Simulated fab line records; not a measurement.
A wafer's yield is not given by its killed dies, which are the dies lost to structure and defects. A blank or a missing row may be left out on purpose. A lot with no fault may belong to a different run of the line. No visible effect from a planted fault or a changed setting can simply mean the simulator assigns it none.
Which tool is to blame? / flow rit cmos / Sampling: 13 lots, 39 wafers, 6 of 202 route steps

## WHAT THE GAUGES SHOWED, per wafer
RIT_CONTACT_THK_MEAS_01. Usual: for CONTACT_TEOS_THK the level is 399 nm and the standard deviation is 4.7.
lot=L341; measured=day 3 13:21; on=film metro-03; CONTACT_TEOS_THK (nm)=401 395 406; flag=
lot=L342; measured=day 3 19:24; on=film metro-03; CONTACT_TEOS_THK (nm)=390 398 402; flag=
lot=L343; measured=day 3 20:51; on=film metro-02; CONTACT_TEOS_THK (nm)=394 400 400; flag=
lot=L344; measured=day 4 01:17; on=film metro-03; CONTACT_TEOS_THK (nm)=403 399 401; flag=
lot=L345; measured=day 4 02:45; on=film metro-03; CONTACT_TEOS_THK (nm)=391 395 398; flag=
lot=L347; measured=day 4 13:20; on=film metro-03; CONTACT_TEOS_THK (nm)=401 399 404; flag=
lot=L354; measured=day 6 00:32; on=film metro-01; CONTACT_TEOS_THK (nm)=388 394 392; flag=
lot=L356; measured=day 6 11:32; on=film metro-01; CONTACT_TEOS_THK (nm)=396 402 404; flag=
lot=L358; measured=day 6 18:41; on=film metro-03; CONTACT_TEOS_THK (nm)=400 402 407; flag=
lot=L360; measured=day 7 04:26; on=film metro-02; CONTACT_TEOS_THK (nm)=397 395 402; flag=
lot=L362; measured=day 7 13:52; on=film metro-02; CONTACT_TEOS_THK (nm)=398 398 403; flag=
lot=L363; measured=day 7 22:53; on=film metro-03; CONTACT_TEOS_THK (nm)=397 406 408; flag=
lot=L364; measured=day 8 04:23; on=film metro-03; CONTACT_TEOS_THK (nm)=404 407 411; flag=

RIT_M1_RS_MEAS_01: measurement is done with a four-point probe. Usual: for M1_AL_RS the level is 0.0718 ohm/sq and the standard deviation is 0.00056.
lot=L341; measured=day 3 15:50; on=film metro-04; M1_AL_RS (ohm/sq)=0.0713 0.0721 0.0718; flag=
lot=L342; measured=day 3 22:01; on=film metro-04; M1_AL_RS (ohm/sq)=0.0719 0.0715 0.0710; flag=
lot=L343; measured=day 3 23:22; on=film metro-03; M1_AL_RS (ohm/sq)=0.0708 0.0709 0.0710; flag=
lot=L344; measured=day 4 03:47; on=film metro-03; M1_AL_RS (ohm/sq)=0.0717 0.0714 0.0712; flag=
lot=L345; measured=day 4 05:25; on=film metro-03; M1_AL_RS (ohm/sq)=0.0726 0.0729 0.0729; flag=
lot=L347; measured=day 4 15:48; on=film metro-02; M1_AL_RS (ohm/sq)=0.0482 0.0719 0.0727; flag=OFF
lot=L354; measured=day 6 03:13; on=film metro-03; M1_AL_RS (ohm/sq)=0.0716 0.0711 0.0713; flag=
lot=L356; measured=day 6 14:08; on=film metro-02; M1_AL_RS (ohm/sq)=0.0714 0.0712 0.0714; flag=
lot=L358; measured=day 6 21:20; on=film metro-04; M1_AL_RS (ohm/sq)=0.0718 0.0718 0.0715; flag=
lot=L360; measured=day 7 06:57; on=film metro-03; M1_AL_RS (ohm/sq)=0.0718 0.0722 0.0723; flag=
lot=L362; measured=day 7 16:20; on=film metro-04; M1_AL_RS (ohm/sq)=0.0732 0.0723 0.0722; flag=
lot=L363; measured=day 8 01:32; on=film metro-02; M1_AL_RS (ohm/sq)=0.0717 0.0720 0.0722; flag=
lot=L364; measured=day 8 06:53; on=film metro-03; M1_AL_RS (ohm/sq)=0.0730 0.0724 0.0728; flag=

RIT_M1_THK_MEAS_02: measures by xrf. Usual: for M1_AL_THK the level is 409 nm and the standard deviation is 3.7.
lot=L341; measured=day 3 15:57; on=film metro-04; M1_AL_THK (nm)=413 411 412; flag=
lot=L342; measured=day 3 22:08; on=film metro-04; M1_AL_THK (nm)=410 415 413; flag=
lot=L343; measured=day 3 23:28; on=film metro-03; M1_AL_THK (nm)=413 412 410; flag=
lot=L344; measured=day 4 03:52; on=film metro-03; M1_AL_THK (nm)=404 408 411; flag=
lot=L345; measured=day 4 05:32; on=film metro-03; M1_AL_THK (nm)=400 401 400; flag=
lot=L347; measured=day 4 15:55; on=film metro-02; M1_AL_THK (nm)=606 409 407; flag=OFF
lot=L354; measured=day 6 03:20; on=film metro-03; M1_AL_THK (nm)=408 411 412; flag=
lot=L356; measured=day 6 14:15; on=film metro-02; M1_AL_THK (nm)=413 413 416; flag=
lot=L358; measured=day 6 21:27; on=film metro-04; M1_AL_THK (nm)=411 411 414; flag=
lot=L360; measured=day 7 07:04; on=film metro-03; M1_AL_THK (nm)=408 405 403; flag=
lot=L362; measured=day 7 16:26; on=film metro-04; M1_AL_THK (nm)=401 408 410; flag=
lot=L363; measured=day 8 01:38; on=film metro-02; M1_AL_THK (nm)=412 409 408; flag=
lot=L364; measured=day 8 07:01; on=film metro-03; M1_AL_THK (nm)=399 404 401; flag=

## EACH LOT AND THE TOOL THAT RAN IT (in order: tool; ch and the chambers of the sampled wafers; start)
lot=L341; RIT_PSD_STRIP_09=plasma asher-02 ch 0,1, day 3 11:27; RIT_SILICIDE_RTA_06=rtp anneal-02 ch 0, day 3 13:14; RIT_M1_SPUTTER_00=pvd sputter-01, day 3 15:32
lot=L342; RIT_PSD_STRIP_09=plasma asher-02 ch 0, day 3 17:41; RIT_SILICIDE_RTA_06=rtp anneal-02 ch 0, day 3 19:17; RIT_M1_SPUTTER_00=pvd sputter-01, day 3 21:43
lot=L343; RIT_PSD_STRIP_09=plasma asher-02 ch 0,1, day 3 19:05; RIT_SILICIDE_RTA_06=rtp anneal-02 ch 0, day 3 20:44; RIT_M1_SPUTTER_00=pvd sputter-03, day 3 23:02
lot=L344; RIT_PSD_STRIP_09=plasma asher-04 ch 0,1, day 3 23:35; RIT_SILICIDE_RTA_06=rtp anneal-01 ch 0, day 4 01:10; RIT_M1_SPUTTER_00=pvd sputter-01, day 4 03:25
lot=L345; RIT_PSD_STRIP_09=plasma asher-02 ch 0,1, day 4 01:02; RIT_SILICIDE_RTA_06=rtp anneal-02 ch 0, day 4 02:38; RIT_M1_SPUTTER_00=pvd sputter-03, day 4 05:07
lot=L347; RIT_PSD_STRIP_09=plasma asher-01 ch 0,1, day 4 11:35; RIT_SILICIDE_RTA_06=rtp anneal-02 ch 0, day 4 13:13; RIT_M1_SPUTTER_00=pvd sputter-03, day 4 15:30
lot=L354; RIT_PSD_STRIP_09=plasma asher-01 ch 0,1, day 5 22:50; RIT_SILICIDE_RTA_06=rtp anneal-01 ch 0, day 6 00:25; RIT_M1_SPUTTER_00=pvd sputter-01, day 6 02:55
lot=L356; RIT_PSD_STRIP_09=plasma asher-01 ch 0,1, day 6 09:49; RIT_SILICIDE_RTA_06=rtp anneal-01 ch 0, day 6 11:26; RIT_M1_SPUTTER_00=pvd sputter-01, day 6 13:50
lot=L358; RIT_PSD_STRIP_09=plasma asher-01 ch 0,1, day 6 16:56; RIT_SILICIDE_RTA_06=rtp anneal-01 ch 0, day 6 18:34; RIT_M1_SPUTTER_00=pvd sputter-01, day 6 21:02
lot=L360; RIT_PSD_STRIP_09=plasma asher-04 ch 0,1, day 7 02:41; RIT_SILICIDE_RTA_06=rtp anneal-01 ch 0, day 7 04:19; RIT_M1_SPUTTER_00=pvd sputter-01, day 7 06:40
lot=L362; RIT_PSD_STRIP_09=plasma asher-02 ch 0,1, day 7 12:07; RIT_SILICIDE_RTA_06=rtp anneal-01 ch 0, day 7 13:44; RIT_M1_SPUTTER_00=pvd sputter-01, day 7 16:01
lot=L363; RIT_PSD_STRIP_09=plasma asher-02 ch 0,1, day 7 21:08; RIT_SILICIDE_RTA_06=rtp anneal-02 ch 0, day 7 22:47; RIT_M1_SPUTTER_00=pvd sputter-03, day 8 01:13
lot=L364; RIT_PSD_STRIP_09=plasma asher-02 ch 0,1, day 8 02:41; RIT_SILICIDE_RTA_06=rtp anneal-01 ch 0, day 8 04:16; RIT_M1_SPUTTER_00=pvd sputter-04, day 8 06:36
- RIT_PSD_STRIP_09: strips in O2, time 180 s.
- RIT_SILICIDE_RTA_06: time 10 s, ramp up 5 s, ramp down 10 s.
- RIT_M1_SPUTTER_00: material Al, target thk 400 nm, time 500 s.

## AS READ BY THE TOOLS THEMSELVES (means over the sampled wafers that have a number; for cases with no such wafer, the mark the record gives instead)
RIT_PSD_STRIP_09. Usual: drypump motor current A 5.5 A, standard deviation 0.43; rf refl power W 6.8 W, standard deviation 0.62.
lot=L341; tool=plasma asher-02; drypump motor current A (A)=5.8; rf refl power W (W)=7.2; flag=
lot=L342; tool=plasma asher-02; drypump motor current A (A)=5.3; rf refl power W (W)=6.9; flag=
lot=L343; tool=plasma asher-02; drypump motor current A (A)=5.8; rf refl power W (W)=7.0; flag=
lot=L344; tool=plasma asher-04; drypump motor current A (A)=5.6; rf refl power W (W)=7.0; flag=
lot=L345; tool=plasma asher-02; drypump motor current A (A)=5.8; rf refl power W (W)=7.2; flag=
lot=L347; tool=plasma asher-01; drypump motor current A (A)=5.1; rf refl power W (W)=6.0; flag=
lot=L354; tool=plasma asher-01; drypump motor current A (A)=5.2; rf refl power W (W)=6.2; flag=
lot=L356; tool=plasma asher-01; drypump motor current A (A)=5.2; rf refl power W (W)=6.1; flag=
lot=L358; tool=plasma asher-01; drypump motor current A (A)=5.1; rf refl power W (W)=6.2; flag=
lot=L360; tool=plasma asher-04; drypump motor current A (A)=5.6; rf refl power W (W)=7.3; flag=
lot=L362; tool=plasma asher-02; drypump motor current A (A)=5.9; rf refl power W (W)=7.3; flag=
lot=L363; tool=plasma asher-02; drypump motor current A (A)=5.6; rf refl power W (W)=7.1; flag=
lot=L364; tool=plasma asher-02; drypump motor current A (A)=5.6; rf refl power W (W)=7.1; flag=

RIT_SILICIDE_RTA_06. Usual: anneal temp c max 752.2, standard deviation 0.5; wafer_temp_C_max 752.9, standard deviation 1.1.
lot=L341; tool=rtp anneal-02; anneal temp c max=752.1; wafer_temp_C_max=752.3; flag=
lot=L342; tool=rtp anneal-02; anneal temp c max=752.2; wafer_temp_C_max=752.1; flag=
lot=L343; tool=rtp anneal-02; anneal temp c max=752.7; wafer_temp_C_max=751.7; flag=
lot=L344; tool=rtp anneal-01; anneal temp c max=752.2; wafer_temp_C_max=755.0; flag=
lot=L345; tool=rtp anneal-02; anneal temp c max=752.3; wafer_temp_C_max=752.2; flag=
lot=L347; tool=rtp anneal-02; anneal temp c max=752.6; wafer_temp_C_max=751.3; flag=
lot=L354; tool=rtp anneal-01; anneal temp c max=752.3; wafer_temp_C_max=754.0; flag=
lot=L356; tool=rtp anneal-01; anneal temp c max=752.0; wafer_temp_C_max=753.6; flag=
lot=L358; tool=rtp anneal-01; anneal temp c max=751.7; wafer_temp_C_max=753.5; flag=
lot=L360; tool=rtp anneal-01; anneal temp c max=752.3; wafer_temp_C_max=753.9; flag=
lot=L362; tool=rtp anneal-01; anneal temp c max=752.2; wafer_temp_C_max=753.0; flag=
lot=L363; tool=rtp anneal-02; anneal temp c max=752.4; wafer_temp_C_max=752.6; flag=
lot=L364; tool=rtp anneal-01; anneal temp c max=752.3; wafer_temp_C_max=753.1; flag=

RIT_M1_SPUTTER_00. Usual: 30.3 % for throttle valve pct, sd 0.67.
lot=L341; tool=pvd sputter-01; throttle valve pct (%)=31.1; flag=
lot=L342; tool=pvd sputter-01; throttle valve pct (%)=30.3; flag=
lot=L343; tool=pvd sputter-03; throttle valve pct (%)=30.0; flag=
lot=L344; tool=pvd sputter-01; throttle valve pct (%)=30.8; flag=
lot=L345; tool=pvd sputter-03; throttle valve pct (%)=30.5; flag=
lot=L347; tool=pvd sputter-03; throttle valve pct (%)=29.7; flag=
lot=L354; tool=pvd sputter-01; throttle valve pct (%)=30.6; flag=
lot=L356; tool=pvd sputter-01; throttle valve pct (%)=30.4; flag=
lot=L358; tool=pvd sputter-01; throttle valve pct (%)=30.4; flag=
lot=L360; tool=pvd sputter-01; throttle valve pct (%)=30.8; flag=
lot=L362; tool=pvd sputter-01; throttle valve pct (%)=30.5; flag=
lot=L363; tool=pvd sputter-03; throttle valve pct (%)=30.2; flag=
lot=L364; tool=pvd sputter-04; throttle valve pct (%)=30.2; flag=

## THE ANSWER, worked out from the rows above alone
Rule: lot off if the mean of its wafers having a number is beyond 3 standard deviations from the usual mean. Also off: a lot with no number at a reading for which 4 or more lots have one. The other lots that the step has rows for count as sound. The gauges are gone through in route order, then the tools' own readings, and for those a lot's mean is taken as printed above. The first step at which some lot is off is used, and at that step the reading that is off furthest; a lot without a number counts as furthest.
Off: at RIT_M1_RS_MEAS_01 (M1_AL_RS), L347.
A tool fits if, at a process step before that reading, it ran every lot that is off, and no sound lot after the first of them. The gauges at RIT_M1_RS_MEAS_01 are tried like those tools. None of those tried fits.

## WHAT THE SIMULATOR PUT IN
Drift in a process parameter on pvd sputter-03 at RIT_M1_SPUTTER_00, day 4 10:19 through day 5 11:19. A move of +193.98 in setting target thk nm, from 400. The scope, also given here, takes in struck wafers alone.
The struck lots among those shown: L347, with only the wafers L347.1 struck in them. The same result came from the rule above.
